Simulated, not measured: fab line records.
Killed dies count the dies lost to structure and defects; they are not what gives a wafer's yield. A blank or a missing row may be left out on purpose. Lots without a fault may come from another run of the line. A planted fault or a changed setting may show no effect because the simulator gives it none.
Which tool was responsible? -- flow rit_cmos -- 42 wafers from 14 lots sampled at 5 of the route's 202 steps

## WHAT THE GAUGES SHOWED, per wafer
RIT_NRETRO_OVL_MEAS_06.
lot,measured,on,NRETRO_OVL (nm)
L500,day 2 11:07,overlay-01,0.1 -2.1 -2.8
L501,day 2 17:28,overlay-02,-3.0 -1.3 -1.6
L503,day 3 04:15,overlay-01,-0.6 -0.8 0.0
L504,day 3 08:52,overlay-01,-0.2 -1.6 -1.4
L505,day 3 13:05,overlay-01,-0.1 -1.6 -1.9
L506,day 3 18:13,overlay-01,-2.3 -2.6 -1.9
L507,day 4 01:17,overlay-02,-1.7 -3.1 -2.1
L508,day 4 05:45,overlay-02,-1.7 -0.4 -1.7
L509,day 4 10:50,overlay-02,-0.9 -0.4 -1.5
L510,day 4 13:40,overlay-01,-2.5 -1.3 -2.1
L512,day 5 01:08,overlay-02,2.8 0.1 0.9
L515,day 5 21:02,overlay-02,1.2 1.7 1.2
L519,day 6 14:27,overlay-02,1.2 -0.9 0.8
L522,day 7 05:09,overlay-02,-0.1 -0.4 -0.1

RIT_REOX_THK_MEAS_04.
lot,measured,on,REOX_OXIDE_THK (nm)
L500,day 3 00:19,film_metro-04,25.1 25.3 25.4
L501,day 3 03:56,film_metro-04,25.3 24.9 24.7
L503,day 3 19:26,film_metro-02,24.7 24.7 24.6
L504,day 3 20:58,film_metro-04,25.3 25.2 24.8
L505,day 3 23:30,film_metro-03,25.1 25.3 25.8
L506,day 4 05:53,film_metro-03,25.7 25.9 25.8
L507,day 4 13:36,film_metro-03,25.4 25.4 25.8
L508,day 4 18:48,film_metro-03,25.7 25.5 25.2
L509,day 5 02:26,film_metro-02,22.4 22.4 22.2
L510,day 5 09:52,film_metro-02,25.4 25.6 25.4
L512,day 5 17:11,film_metro-03,20.8 21.1 21.3
L515,day 6 10:02,film_metro-04,24.8 25.4 24.9
L519,day 7 03:22,film_metro-02,25.4 25.2 25.0
L522,day 7 18:29,film_metro-02,25.8 25.4 25.3

RIT_M1_BOW_MEAS_16.
lot,measured,on,M1_BOW (um)
L500,day 3 16:29,film_metro-02,18 26 -4
L501,day 3 20:26,film_metro-02,19 7 12
L503,day 4 12:24,film_metro-03,15 23 4
L504,day 4 13:50,film_metro-02,9 19 26
L505,day 4 15:56,film_metro-02,33 23 31
L506,day 4 22:31,film_metro-01,19 16 11
L507,day 5 06:11,film_metro-03,16 7 26
L508,day 5 11:52,film_metro-03,11 10 16
L509,day 5 18:52,film_metro-02,20 12 15
L510,day 6 02:36,film_metro-01,24 27 19
L512,day 6 09:16,film_metro-03,15 26 18
L515,day 7 02:38,film_metro-01,15 20 21
L519,day 7 19:44,film_metro-03,24 25 21
L522,day 8 12:20,film_metro-01,21 20 13

## WHAT TOOL EACH LOT RAN ON (gives the tool, then ch and the chambers of the sampled wafers, and finally the start)
lot,RIT_REOX_OXIDATION_03,RIT_CONTACT_ETCH_11
L500,"furnace-04 ch 0, day 2 21:46","rie_diel-04 ch 0,2,3, day 3 11:43"
L501,"furnace-04 ch 0, day 3 01:23","rie_diel-02 ch 1,3, day 3 15:40"
L503,"furnace-01 ch 0, day 3 16:53","rie_diel-02 ch 2,3, day 4 07:15"
L504,"furnace-04 ch 0, day 3 18:24","rie_diel-01 ch 1,2, day 4 09:05"
L505,"furnace-04 ch 0, day 3 20:57","rie_diel-02 ch 0,2,3, day 4 11:05"
L506,"furnace-04 ch 0, day 4 03:20","rie_diel-01 ch 0,1,2, day 4 17:40"
L507,"furnace-01 ch 0, day 4 11:02","rie_diel-02 ch 1,2,3, day 5 01:02"
L508,"furnace-01 ch 0, day 4 16:15","rie_diel-04 ch 1,2,3, day 5 06:13"
L509,"furnace-01 ch 0, day 4 23:53","rie_diel-01 ch 2,3, day 5 14:06"
L510,"furnace-03 ch 0, day 5 07:19","rie_diel-04 ch 0,1,3, day 5 21:44"
L512,"furnace-01 ch 0, day 5 14:38","rie_diel-02 ch 1,3, day 6 04:31"
L515,"furnace-04 ch 0, day 6 07:29","rie_diel-04 ch 3, day 6 21:43"
L519,"furnace-03 ch 0, day 7 00:49","rie_diel-02 ch 0,1,2, day 7 14:58"
L522,"furnace-03 ch 0, day 7 15:55","rie_diel-04 ch 0,2,3, day 8 07:25"
- RIT_REOX_OXIDATION_03: target thk 25.2 nm, ox time 5580 s.
- RIT_CONTACT_ETCH_11: etches SiO2 in CHF3/CF4/Ar, stops on TiSi2, target depth 480 nm, time 320 s.

## AS READ BY THE TOOLS THEMSELVES (means over the sampled wafers that have a number; for cases with no such wafer, the mark the record gives instead)
RIT_REOX_OXIDATION_03.
lot,tool,zone_power_load_pct (%)
L500,furnace-04,25.8
L501,furnace-04,25.8
L503,furnace-01,28.3
L504,furnace-04,25.5
L505,furnace-04,25.9
L506,furnace-04,26.0
L507,furnace-01,28.0
L508,furnace-01,28.0
L509,furnace-01,28.1
L510,furnace-03,24.0
L512,furnace-01,27.8
L515,furnace-04,25.9
L519,furnace-03,23.9
L522,furnace-03,24.0

RIT_CONTACT_ETCH_11.
lot,tool,drypump_motor_current_A (A),oes_product_au (a.u.),throttle_valve_pct (%)
L500,rie_diel-04,5.9,0.981,8.82
L501,rie_diel-02,5.5,1.009,9.00
L503,rie_diel-02,5.8,1.016,8.99
L504,rie_diel-01,5.9,0.982,9.08
L505,rie_diel-02,5.9,0.993,9.03
L506,rie_diel-01,5.6,0.983,9.02
L507,rie_diel-02,5.9,1.009,8.99
L508,rie_diel-04,5.6,0.990,8.82
L509,rie_diel-01,6.0,0.977,8.90
L510,rie_diel-04,5.6,0.997,8.75
L512,rie_diel-02,5.4,1.009,8.99
L515,rie_diel-04,6.6,1.004,8.73
L519,rie_diel-02,5.9,0.984,9.03
L522,rie_diel-04,5.9,0.981,8.81

## THE ANSWER, worked out from the rows above alone
Rule: the lots themselves supply what counts as usual. The widest of any qualifying gaps counts: lots, ordered by their means at a reading, are off when they make up no more than a third of the lots, leave a main group of 4 or more, and stand apart from it by 3 or more times the standard deviation of that group's means. A main group is skipped when, at the precision printed for the reading in the tables above, its means are all equal. Also off: a lot with no number at a reading for which 4 or more lots have one. Where the step has rows for the other lots, those lots are counted as sound. Order of review: gauges by route order, followed by the tools' own readings, for which a lot's mean as printed above is used. At the first step where some lot is off, the reading lying furthest off is the one used; lots without a number count as furthest.
Off: L509, L512, at RIT_REOX_THK_MEAS_04 (REOX_OXIDE_THK). For the main group the mean is 25.3 nm and the standard deviation 0.29.
If a tool, at a process step before that reading, ran all the lots that are off and no sound lot after the first of them, it fits. Gauges at RIT_REOX_THK_MEAS_04: tried the same way as those tools. One fits: RIT_REOX_OXIDATION_03 on furnace-01. A fault onset in the window from L508 (day 4 16:15, its last sound lot) to L509 (day 4 23:53, its first lot off) fits.

## WHAT THE SIMULATOR HAD INSERTED
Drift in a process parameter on furnace-01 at RIT_REOX_OXIDATION_03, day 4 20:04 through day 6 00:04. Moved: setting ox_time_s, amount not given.
Struck lots among those shown: L509, L512. This agrees with what the rule above found.
